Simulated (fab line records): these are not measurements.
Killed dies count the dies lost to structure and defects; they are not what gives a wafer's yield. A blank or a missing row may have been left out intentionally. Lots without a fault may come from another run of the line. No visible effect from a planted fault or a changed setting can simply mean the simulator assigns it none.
Comparing a struck lot with a sound one + flow berkeley_cmos170 + 15 out of 331 route steps
Sound: wafers L880.1, L880.3, L880.5. Wafers L875.1, L875.4, L875.5 were the ones struck. The cause is named last.
At each step with rows: each side's tool, then ch and its chambers, then its first start. Under that, the readings that differ: sound wafers + struck wafers + difference of the means + sigmas: that difference in standard deviations of wafers without a fault.
alike: a reading whose means differ by less than 2 such deviations, as well as words and numbers matching on both sides. not compared: withheld readings; readings where some wafer has no value; bounds like >300 that might hide an equal value; numbers whose values overlap and for which the record gives no deviation.
A row with sigmas, a row that says differs or no value, or rows on one side alone: a step with any of these is where the two part. When numbers do not overlap yet have no deviation, they are printed without sigmas and do not part them. A reading missing from all wafers of one side parts the sides only when that side holds two or more wafers.

first, 4 steps without rows for these wafers: UCB170_PSD_SOFTBAKE_02 (time 60 s); UCB170_PSD_EXPOSE_03 (exposes mask PSELECT MOD, target cd 1200 nm); UCB170_PSD_PEB_04; UCB170_PSD_DEVELOP_05 (develop time 45 s).
UCB170_PSD_CD_MEAS_06 targets a cd of 1200 nm.
  sound: cd_sem-01 at day 9 17:19; struck: cd_sem-01 at day 8 23:00
  alike: cd_nm
UCB170_PSD_OVL_MEAS_07:
  sound: overlay-02 at day 9 17:26; struck: overlay-01 at day 8 23:07
  alike: PSD_OVL
after that, 1 step had no rows for these wafers: UCB170_PSD_IMPLANT_08.
UCB170_PSD_STRIP_09: strips in O2.
  sound on plasma_asher-02 ch 0,1, day 9 17:37; struck on plasma_asher-04 ch 1, day 8 23:19
  alike: drypump_motor_current_A, oes_product_au, strip_time_to_endpoint_s
  not compared: rf_hours_counter_h
UCB170_PSD_TW_MEAS_10:
  sound: film_metro-02 at day 9 17:43; struck: film_metro-03 at day 8 23:25
  alike: PSD_TW
then, 3 steps without rows for these wafers: UCB170_PSD_CLEAN_11 (cleans in SPM, time 600 s); UCB170_NSD_HMDS_00 (prime time 60 s); UCB170_NSD_COAT_01 (resist thk 900 nm).
UCB170_NSD_SOFTBAKE_02: time 60 s.
  sound on litho_track-04 ch 0, day 9 19:17; struck on litho_track-03 ch 0, day 9 01:18
| reading                  | sound             | struck            | difference | sigmas |
|--------------------------|-------------------|-------------------|------------|--------|
| heater_power_total_W (W) | 56.84 56.77 56.84 | 59.21 59.28 59.19 | +2.41      | +55    |
| run_length_s (s)         | 89.24 89.24 89.02 | 80.94 80.76 80.82 | -8.33      | -64    |
  alike: resist_line_temp_C
then, 1 step without rows for these wafers: UCB170_NSD_EXPOSE_03 (exposes mask NSELECT MOD, target cd 1200 nm).
UCB170_M3_PROBE_99:
  sound wafers here have rows in the record (prober-02, day 11 01:31); struck ones have none

== WHERE THEY PART ==
Last at UCB170_M3_PROBE_99 as far as this record goes, first at UCB170_NSD_SOFTBAKE_02.

WHY: what the simulator had put in
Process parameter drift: litho_track-03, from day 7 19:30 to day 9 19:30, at UCB170_NSD_SOFTBAKE_02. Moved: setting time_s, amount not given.
